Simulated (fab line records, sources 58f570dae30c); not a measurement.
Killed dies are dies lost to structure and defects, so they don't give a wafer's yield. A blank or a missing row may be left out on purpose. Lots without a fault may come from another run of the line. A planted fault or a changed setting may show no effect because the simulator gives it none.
One fault seen from 2 desks | flow berkeley_cmos170 | each desk has only its own numbers; what lay behind them comes last

THE TOOL OWNER'S DESK: litho_track-03
The tool's own readings at UCB170_M3_COAT_09: means of the sampled wafers that have a number, for each lot that ran on this tool. A lot is out of limits, marked OUT, if its mean lies more than 4 standard deviations from the usual mean; the brackets give that distance.
Columns: A = spin_speed_rpm at UCB170_M3_COAT_09, usual 3000.2 rpm
lot  | first seen here | A
L397 | day 8 09:10     | 3000.7
L399 | day 9 10:58     | 3002.1
L405 | day 11 12:13    | 2999.9
L412 | day 12 12:35    | 2404.7 (-99 or more) OUT
L415 | day 12 21:59    | 2403.3 (-99 or more) OUT
This desk's finding: out of limits on L412, L415; first on L412, day 12 12:35 (spin_speed_rpm at UCB170_M3_COAT_09). In limits: L397, L399, L405.

THE METROLOGY DESK
What the gauges read, lot by lot, whatever tool the lot ran on: means of the sampled wafers that have a number. A lot is out of limits, marked OUT, if its mean lies more than 4 standard deviations from the usual mean; the brackets give that distance.
Columns: A = PSD_TW at UCB170_PSD_TW_MEAS_10, usual 2319
lot  | first seen here | A
L397 | day 7 09:20     | 2324
L395 | day 7 09:30     | 2316
L398 | day 7 15:28     | 2321
L400 | day 8 12:10     | 2335
L399 | day 8 12:27     | 2328
L402 | day 8 23:34     | 2327
L408 | day 10 10:00    | 2319
L406 | day 10 10:15    | 2314
L405 | day 10 10:22    | 2324
L411 | day 11 12:14    | 2325
L412 | day 11 12:47    | 2329
L415 | day 11 23:45    | 2341
L418 | day 12 17:34    | 2339
L417 | day 12 17:39    | 2305
This desk's finding: nothing out of limits on any of the 14 lots.

PUT TOGETHER
The tool owner's desk could have raised an alarm at day 12 12:35, on L412, L415.
The metrology desk saw nothing out of limits.
The metrology desk has L412, L415 on record, within its limits.
Of the lots named, all ran UCB170_M3_COAT_09 on litho_track-03.

WHAT THE SIMULATOR HAD PUT IN
Process parameter drift: litho_track-03, from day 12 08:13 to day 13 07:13, at UCB170_M3_COAT_09. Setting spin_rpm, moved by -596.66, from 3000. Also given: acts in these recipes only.
Lots struck among those shown: L412, L415.
Hours from the fault's start to each desk's first reading out of limits: the tool owner's desk, 4.
